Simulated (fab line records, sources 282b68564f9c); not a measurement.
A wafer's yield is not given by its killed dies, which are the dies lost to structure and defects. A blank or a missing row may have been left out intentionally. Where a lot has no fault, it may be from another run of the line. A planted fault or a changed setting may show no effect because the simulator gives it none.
The same fault as seen by 2 desks -- flow rit cmos -- only its own numbers are on each desk; what lay behind them is given at the end

## FROM THE METROLOGY DESK
What the gauges read, lot by lot, whatever tool the lot ran on: means of the sampled wafers that have a number. A lot is out of limits, marked OUT, if its mean lies more than 4 standard deviations from the usual mean; the brackets give that distance.
Columns: A = GATE_OXIDE_THK at RIT_GATE_THK_MEAS_07, usual 3.02 nm; B = GATE_POLY_THK at RIT_GATE_THK_MEAS_09, usual 248.2 nm; C = cd nm at RIT_GATE_CD_MEAS_16, usual 150.5 nm; D = GATE_OVL at RIT_GATE_OVL_MEAS_17, usual 0.4 nm
lot,first seen here,A,B,C,D
L249,day 2 16:26,3.09,249.6,151.7,0.3
L254,day 3 15:49,3.05,248.2,153.8,-1.1
L263,day 5 11:41,3.03,250.8,148.4,1.0
L264,day 6 08:07,3.03,243.8,149.3,0.7
L265,day 6 08:07,3.00,246.1,149.6,0.4
L271,day 7 10:04,2.97,246.4,148.8,1.0
Result from this desk: across the 6 lots, nothing is out of limits.

## TOOL OWNER'S DESK, rie si-01
The tool's own readings at RIT_GATE_ETCH_19 (etches poly-Si in SF6/CHF3/O2, stops on SiO2, time 165 s, target depth 312.5 nm): means of the sampled wafers that have a number, for each lot that ran on this tool. A lot is out of limits, marked OUT, if its mean lies more than 4 standard deviations from the usual mean; the brackets give that distance.
Columns: A = CHF3_flow_sccm at RIT_GATE_ETCH_19, usual 30.00 sccm; B = drypump motor current A at RIT_GATE_ETCH_19, usual 5.91 A; C = oes product au at RIT_GATE_ETCH_19, usual 0.847 a.u.; D = throttle valve pct at RIT_GATE_ETCH_19, usual 10.24 %
lot,first seen here,A,B,C,D
L249,day 2 19:53,29.90,6.02,0.849,10.24
L263,day 5 15:28,29.99,5.86,0.885,10.24
L265,day 6 12:21,30.09,5.88,0.866,10.16
Result from this desk: across the 3 lots, nothing is out of limits.

## ALL TOGETHER
Nothing out of limits was seen by the metrology desk.
The desk of the tool owner found nothing out of limits.

## WHAT HAD BEEN PUT IN BY THE SIMULATOR
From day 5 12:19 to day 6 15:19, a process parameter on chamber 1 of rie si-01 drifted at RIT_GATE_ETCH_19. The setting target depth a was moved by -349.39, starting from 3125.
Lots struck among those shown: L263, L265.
